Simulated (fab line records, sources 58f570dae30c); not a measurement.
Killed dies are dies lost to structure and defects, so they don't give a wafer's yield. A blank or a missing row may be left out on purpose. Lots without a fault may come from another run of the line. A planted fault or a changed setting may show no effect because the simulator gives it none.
Split-lot experiment | flow berkeley_cmos170 | 5 lots, 23 wafers read, on a route of 331 steps

THE SPLIT
At UCB170_PWELL_COAT_08 (resist thk 900 nm), the setting resist_thk_nm was moved away from the recipe's 900 nm on 8 of the 23 wafers read, by -5.7% to +4.0%. The other wafers ran this setting at the recipe's value.

FROM THE SPLIT TO THE READING: what the file shows between them, 3 steps
- UCB170_PWELL_SOFTBAKE_09: time 60 s
- UCB170_PWELL_EXPOSE_10: exposes mask PWELL, target cd 3000 nm
- UCB170_PWELL_DEVELOP_12: develop time 45 s

THE READING
KrF_of_PWELL_COAT_08.thk_nm (the simulator's own value, which no gauge read), in nm, at UCB170_PWELL_ETCH_14 (etches Si3N4 in CH3F/Ar/O2, stops on SiO2, target depth 242 nm, time 151 s). The file gives no usual value for it. The 15 wafers here that ran the recipe average 725.6 nm, standard deviation 4.4 nm.

wafer  | tool, chamber at the split | resist_thk_nm as run, nm | against the recipe | KrF_of_PWELL_COAT_08.thk_nm, nm | against lot-mates on the recipe
L076.1 | litho_track-01, 0          | 900                      | recipe             | 724.9                           | -
L076.2 | litho_track-01, 0          | 919.3                    | +2.1%              | 749.8                           | +20.3
L076.3 | litho_track-01, 0          | 919.3                    | +2.1%              | 751.1                           | +21.6
L076.4 | litho_track-01, 0          | 900                      | recipe             | 732.9                           | -
L076.5 | litho_track-01, 0          | 900                      | recipe             | 730.6                           | -
L079.1 | litho_track-04, 0          | 900                      | recipe             | 729.1                           | -
L079.4 | litho_track-04, 0          | 900                      | recipe             | 724.2                           | -
L079.6 | litho_track-04, 0          | 900                      | recipe             | 722.8                           | -
L078.1 | litho_track-04, 0          | 900                      | recipe             | 720.8                           | -
L078.2 | litho_track-04, 0          | 900                      | recipe             | 722                             | -
L078.3 | litho_track-04, 0          | 935.9                    | +4.0%              | 758.7                           | +36.8
L078.5 | litho_track-04, 0          | 935.9                    | +4.0%              | 760.5                           | +38.6
L078.6 | litho_track-04, 0          | 900                      | recipe             | 722.9                           | -
L080.1 | litho_track-01, 0          | 849.1                    | -5.7%              | 669.7                           | -51.1
L080.2 | litho_track-01, 0          | 900                      | recipe             | 722.1                           | -
L080.3 | litho_track-01, 0          | 849.1                    | -5.7%              | 670.9                           | -49.9
L080.4 | litho_track-01, 0          | 900                      | recipe             | 719.9                           | -
L080.6 | litho_track-01, 0          | 900                      | recipe             | 720.5                           | -
L081.1 | litho_track-02, 0          | 900                      | recipe             | 728.5                           | -
L081.2 | litho_track-02, 0          | 918.3                    | +2.0%              | 741.4                           | +10.9
L081.3 | litho_track-02, 0          | 900                      | recipe             | 731.3                           | -
L081.5 | litho_track-02, 0          | 918.3                    | +2.0%              | 745.9                           | +15.4
L081.6 | litho_track-02, 0          | 900                      | recipe             | 731.6                           | -

THE FIT
A straight line over all 23 wafers: KrF_of_PWELL_COAT_08.thk_nm changes by +9.52 nm for each +1% of resist_thk_nm; r = +0.98; the points scatter about the line by 4.3 nm.
The same after taking each lot's own level away (the mean of its wafers on the recipe; 23 wafers): +8.97 nm for each +1%; r = +0.99; scatter 2.6 nm.
On that fit, the largest move of resist_thk_nm shifts the reading by 51 nm.
The lots' own levels span 720.83 to 730.47 nm, that is 2.2 times the standard deviation above.
So the lot-to-lot level changes the slope little: the two slopes agree.
Check: with one of the wafers moved furthest among these (-5.7%) left out of the fit, the line predicts -50.7 nm for it against its lot-mates. It came out at -51.1 nm against them.

OTHER SPLITS ON THESE WAFERS
These wafers also went through other splits before the reading. Each is held against what the fit with the lots' levels taken away leaves over:
other split on the same wafers | wafers away from the commonest value | r with KrF_of_PWELL_COAT_08.thk_nm (lot level and that fit taken away)
UCB170_PWELL_CVD_05 time_s     | 10                                   | +0.14

THE WHOLE CHAIN: every reading that the file lists as answering this split, in the file's order
step                  | what it does                                                               | reading                                                                      | change (the file's fit)              | r (the file's)
UCB170_PWELL_COAT_08  | resist thk 900 nm                                                          | KrF_of_PWELL_COAT_08.thk_nm (the simulator's own value, which no gauge read) | +9.14 nm for each +1% of the setting | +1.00
UCB170_PWELL_ETCH_14  | etches Si3N4 in CH3F/Ar/O2, stops on SiO2, target depth 242 nm, time 151 s | KrF_of_PWELL_COAT_08.thk_nm (the simulator's own value, which no gauge read) | +8.97 nm for each +1% of the setting | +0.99
UCB170_PWELL_STRIP_16 | strips in O2                                                               | strip_time_to_endpoint_s                                                     | withheld for each +1% of the setting | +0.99

THE FILE'S OWN FIT
KrF_of_PWELL_COAT_08.thk_nm changes by +8.97 nm for each +1% of resist_thk_nm, r = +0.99.
